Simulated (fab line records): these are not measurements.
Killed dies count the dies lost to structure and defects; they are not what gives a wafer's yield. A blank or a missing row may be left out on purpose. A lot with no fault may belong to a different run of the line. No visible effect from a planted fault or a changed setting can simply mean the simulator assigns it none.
Which of the tools did it? :: flow berkeley_cmos170 :: route of 331 steps, sampled at 1 step: 12 lots, 36 wafers

== WHAT THE GAUGES SHOWED, per wafer ==
UCB170_V1_CD_MEAS_12: target cd 700 nm.
lot: L076
measured: day 7 21:52
on: cd_sem-01
cd_nm (nm): 703.3 701.6 701.3

lot: L078
measured: day 7 23:20
on: cd_sem-02
cd_nm (nm): 701.7 702.0 702.1

lot: L080
measured: day 8 14:34
on: cd_sem-01
cd_nm (nm): 702.4 701.7 700.5

lot: L081
measured: day 9 05:28
on: cd_sem-01
cd_nm (nm): 700.7 700.1 700.2

lot: L082
measured: day 9 05:55
on: cd_sem-02
cd_nm (nm): 700.0 697.9 699.6

lot: L085
measured: day 9 21:32
on: cd_sem-01
cd_nm (nm): 698.7 698.0 699.8

lot: L089
measured: day 10 10:07
on: cd_sem-01
cd_nm (nm): 702.1 701.5 702.7

lot: L087
measured: day 10 10:44
on: cd_sem-02
cd_nm (nm): 700.7 700.8 699.8

lot: L091
measured: day 11 02:22
on: cd_sem-01
cd_nm (nm): 700.0 700.9 699.8

lot: L092
measured: day 11 11:13
on: cd_sem-01
cd_nm (nm): 697.6 699.6 700.5

lot: L096
measured: day 11 18:40
on: cd_sem-02
cd_nm (nm): 701.0 700.5 700.8

lot: L094
measured: day 11 22:34
on: cd_sem-02
cd_nm (nm): 700.9 699.8 698.9

== EACH LOT AND THE TOOL THAT RAN IT (in order: tool; ch and the chambers of the sampled wafers; start) ==
The record shows no process step preceding these readings.

== THE ANSWER, worked out from the rows above alone ==
Rule: what is usual is taken from the lots themselves. The widest of any qualifying gaps counts: lots, ordered by their means at a reading, are off when they make up no more than a third of the lots, leave a main group of 4 or more, and stand apart from it by 3 or more times the standard deviation of that group's means. If all means in a main group match to the digits the tables above print for the reading, that group is not used. Also off: a lot with no number at a reading for which 4 or more lots have one. Where the step has rows for the other lots, those lots are counted as sound.
No lot is off on any of the readings shown, so nothing can be concluded from this.

== WHAT THE SIMULATOR HAD PUT IN ==
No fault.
